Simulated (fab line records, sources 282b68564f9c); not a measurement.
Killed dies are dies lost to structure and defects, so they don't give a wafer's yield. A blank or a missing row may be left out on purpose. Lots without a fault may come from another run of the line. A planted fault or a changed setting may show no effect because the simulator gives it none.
Which tool did it? | flow rit_cmos | 14 lots, 42 wafers sampled, at 1 step of a route of 202

WHAT THE GAUGES READ, wafer by wafer
RIT_ACTIVE_BOW_MEAS_00.
lot  | measured    | on            | INCOMING_BOW (um)
L783 | day 1 10:01 | film_metro-04 | -9 3 -5
L786 | day 2 01:01 | film_metro-02 | 5 -4 2
L788 | day 2 11:01 | film_metro-01 | 1 5 1
L789 | day 2 16:01 | film_metro-01 | 3 -1 7
L790 | day 2 21:00 | film_metro-01 | 10 1 -19
L792 | day 3 07:01 | film_metro-04 | -4 -1 -3
L793 | day 3 12:00 | film_metro-02 | -5 -1 -11
L795 | day 3 22:02 | film_metro-04 | -1 -7 0
L796 | day 4 03:01 | film_metro-02 | 4 14 -1
L799 | day 4 18:00 | film_metro-02 | -3 5 6
L802 | day 5 09:00 | film_metro-01 | 0 7 -3
L804 | day 5 19:02 | film_metro-04 | -1 -2 -3
L805 | day 6 00:01 | film_metro-01 | -12 3 8
L806 | day 6 05:02 | film_metro-04 | -5 8 6

WHICH TOOL RAN EACH LOT (tool, then ch and the chambers of the sampled wafers, then the start)
The record holds no process step before these readings.

WHAT THE TOOLS THEMSELVES READ (means of the sampled wafers that have a number; where no wafer has one, the mark that the record gives instead)
The record holds no such reading with a usual standard deviation.

THE ANSWER, worked out from the rows above alone
Rule: what is usual is taken from the lots themselves. Put in order of their means at a reading, lots are off if they are a third of the lots or fewer, leave a main group of 4 or more, and stand apart from it by a gap of 3 or more times the standard deviation of the main group's means; of several such gaps the widest counts. A main group whose means are all the same, to the digits that the tables above print for the reading, isn't used. A lot without any number at a reading at which 4 lots or more have one is off too. The other lots that the step has rows for count as sound. The gauges are gone through in route order, then the tools' own readings, and for those a lot's mean is taken as printed above. The first step at which some lot is off is used, and at that step the reading that is off furthest; a lot without a number counts as furthest.
No lot is off at any reading shown: from this, nothing can be told.

WHAT THE SIMULATOR HAD PUT IN
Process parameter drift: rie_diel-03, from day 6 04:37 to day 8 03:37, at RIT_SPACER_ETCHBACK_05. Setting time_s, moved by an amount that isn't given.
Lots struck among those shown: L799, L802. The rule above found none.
